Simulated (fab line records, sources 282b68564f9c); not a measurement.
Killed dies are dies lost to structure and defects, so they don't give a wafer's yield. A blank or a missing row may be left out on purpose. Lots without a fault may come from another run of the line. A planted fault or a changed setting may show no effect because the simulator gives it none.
Split-lot experiment | flow rit_cmos | 5 lots, 23 wafers read, on a route of 202 steps

THE SPLIT
At RIT_FOX1_OXIDATION_00 (target thk 350.7 nm, ox time 1130 s), the setting ox_time_s was moved away from the recipe's 1130 s on 15 of the 23 wafers read, by -10.1% to +5.3%. The other wafers ran this setting at the recipe's value.

The reading is taken at the split's own step.

THE READING
SiO2_of_FOX1_OXIDATION_00.thk_nm (the simulator's own value, which no gauge read), in nm, at RIT_FOX1_OXIDATION_00 (target thk 350.7 nm, ox time 1130 s). The file gives no usual value for it. The 8 wafers here that ran the recipe average 357.0 nm, standard deviation 2.8 nm.

wafer  | tool, chamber at the split | ox_time_s as run, s | against the recipe | SiO2_of_FOX1_OXIDATION_00.thk_nm, nm | against lot-mates on the recipe
L076.1 | -, -                       | 1130                | recipe             | 358.8                                | -
L076.2 | -, -                       | 1130                | recipe             | 359.3                                | -
L076.3 | -, -                       | 1130                | recipe             | 359.9                                | -
L076.4 | -, -                       | 1130                | recipe             | 358.1                                | -
L076.5 | -, -                       | 1130                | recipe             | 352.2                                | -
L080.1 | -, -                       | 1190                | +5.3%              | 365.4                                | no lot-mate on the recipe
L080.2 | -, -                       | 1190                | +5.3%              | 365.3                                | no lot-mate on the recipe
L080.3 | -, -                       | 1190                | +5.3%              | 367.1                                | no lot-mate on the recipe
L080.4 | -, -                       | 1190                | +5.3%              | 360                                  | no lot-mate on the recipe
L080.6 | -, -                       | 1190                | +5.3%              | 364.6                                | no lot-mate on the recipe
L081.1 | -, -                       | 1016                | -10.1%             | 334.2                                | no lot-mate on the recipe
L081.2 | -, -                       | 1016                | -10.1%             | 339.5                                | no lot-mate on the recipe
L081.3 | -, -                       | 1016                | -10.1%             | 333.6                                | no lot-mate on the recipe
L081.5 | -, -                       | 1016                | -10.1%             | 335.4                                | no lot-mate on the recipe
L081.6 | -, -                       | 1016                | -10.1%             | 333.3                                | no lot-mate on the recipe
L082.1 | furnace-04, 0              | 1130                | recipe             | 353.8                                | -
L082.3 | furnace-04, 0              | 1130                | recipe             | 354.8                                | -
L082.6 | furnace-04, 0              | 1130                | recipe             | 359.2                                | -
L085.1 | -, -                       | 1079                | -4.5%              | 343                                  | no lot-mate on the recipe
L085.2 | -, -                       | 1079                | -4.5%              | 336.4                                | no lot-mate on the recipe
L085.4 | -, -                       | 1079                | -4.5%              | 336.5                                | no lot-mate on the recipe
L085.5 | -, -                       | 1079                | -4.5%              | 342.5                                | no lot-mate on the recipe
L085.6 | -, -                       | 1079                | -4.5%              | 340.6                                | no lot-mate on the recipe

THE FIT
A straight line over all 23 wafers: SiO2_of_FOX1_OXIDATION_00.thk_nm changes by +2.08 nm for each +1% of ox_time_s; r = +0.94; the points scatter about the line by 4.2 nm.
Too few moved wafers have a lot-mate on the recipe to fit a line with each lot's own level taken away.

THE FILE'S OWN FIT
SiO2_of_FOX1_OXIDATION_00.thk_nm changes by +2.08 nm for each +1% of ox_time_s, r = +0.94.
